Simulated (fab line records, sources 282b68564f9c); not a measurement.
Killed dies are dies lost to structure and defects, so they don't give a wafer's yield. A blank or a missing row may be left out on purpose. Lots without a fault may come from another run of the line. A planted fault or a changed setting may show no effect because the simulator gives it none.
Chamber matching | flow rit_cmos | RIT_SPACER_ETCHBACK_05 on rie_diel-01: 4 sister chambers
The step etches Si3N4 in SF6/CHF3, stops on SiO2, target depth 250 nm, time 246.9 s. 8 wafers are shown with their chamber, then 7 later ones without.

WAFERS WITH THEIR CHAMBER
wafer  | chamber | drypump_motor_current_A (A) | throttle_valve_pct (%)
L952.6 | 1       | 5.81                        | 10.36
L958.6 | 1       | 5.84                        | 10.36
L963.1 | 2       | 5.48                        | 10.36
L963.5 | 2       | 5.49                        | 10.37
L968.2 | 0       | 5.82                        | 10.10
L968.5 | 3       | 5.97                        | 10.09
L970.2 | 3       | 5.97                        | 10.09
L970.4 | 0       | 5.83                        | 10.09

WAFERS WITHOUT THEIR CHAMBER
wafer  | drypump_motor_current_A (A) | throttle_valve_pct (%)
L970.5 | 5.47                        | 10.37
L972.1 | 5.84                        | 10.08
L972.4 | 5.83                        | 10.37
L972.5 | 5.48                        | 10.37
L975.1 | 5.82                        | 10.10
L975.2 | 5.87                        | 10.35
L975.6 | 5.84                        | 10.35

WHICH CHAMBER EACH WENT THROUGH
wafer  | from the rows above | in truth
L970.5 | 2                   | 2
L972.1 | 0                   | 0
L972.4 | 1                   | 1
L972.5 | 2                   | 2
L975.1 | 0                   | 0
L975.2 | 1                   | 1
L975.6 | 1                   | 1
Placed correctly: 7 of 7. Can't be placed from these rows: 0. Placed wrongly: 0.
How it was worked out, from the rows above alone: a wafer's distance from a chamber is the root of the sum, over the readings, of the square of ((its reading less the chamber's mean) divided by the reading's scatter). The wafer belongs to the nearest chamber; if the next one is less than 2 further off, it can't be placed. A chamber's mean is the mean of its shown wafers. The scatter: the root of (the sum of the squares of (reading less its chamber's mean) over the shown wafers, divided by (wafers less chambers)).
